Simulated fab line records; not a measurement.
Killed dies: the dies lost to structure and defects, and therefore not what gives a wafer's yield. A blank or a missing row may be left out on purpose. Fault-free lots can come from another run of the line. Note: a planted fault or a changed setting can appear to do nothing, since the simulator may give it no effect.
What tool caused it?	flow berkeley cmos170	6 lots, 18 wafers sampled, at 2 steps of a route of 331

WHAT EACH GAUGE READ, for each wafer
UCB170_NVT_OVL_MEAS_06.
lot	measured	on	NVT_OVL (nm)
L545	day 6 12:19	overlay-02	7 10 2
L547	day 6 11:58	overlay-02	4 11 -1
L550	day 7 07:56	overlay-01	2 1 -2
L552	day 7 07:22	overlay-02	-1 4 -5
L558	day 8 23:33	overlay-02	-3 2 1
L562	day 9 17:43	overlay-01	-3 -12 -4

EACH LOT AND THE TOOL THAT RAN IT (in order: tool; ch and the chambers of the sampled wafers; start)
lot	UCB170_NVT_EXPOSE_03
L545	krf scanner-01 ch 0, day 6 11:56
L547	krf scanner-02 ch 0, day 6 11:34
L550	krf scanner-01 ch 0, day 7 06:42
L552	krf scanner-02 ch 0, day 7 06:19
L558	krf scanner-02 ch 0, day 8 23:05
L562	krf scanner-02 ch 0, day 9 17:00
- UCB170_NVT_EXPOSE_03: exposes mask PWELL, target cd 3000 nm.

THE ANSWER, worked out from the rows above alone
Rule: usual is defined by the lots themselves. The widest of any qualifying gaps counts: lots, ordered by their means at a reading, are off when they make up no more than a third of the lots, leave a main group of 4 or more, and stand apart from it by 3 or more times the standard deviation of that group's means. A main group whose means are all the same, to the digits that the tables above print for the reading, isn't used. Also off: a lot with no number at a reading for which 4 or more lots have one. The other lots that the step has rows for count as sound.
Across all readings shown, no lot is off: no conclusion can be drawn from this.

WHAT WAS PUT IN BY THE SIMULATOR
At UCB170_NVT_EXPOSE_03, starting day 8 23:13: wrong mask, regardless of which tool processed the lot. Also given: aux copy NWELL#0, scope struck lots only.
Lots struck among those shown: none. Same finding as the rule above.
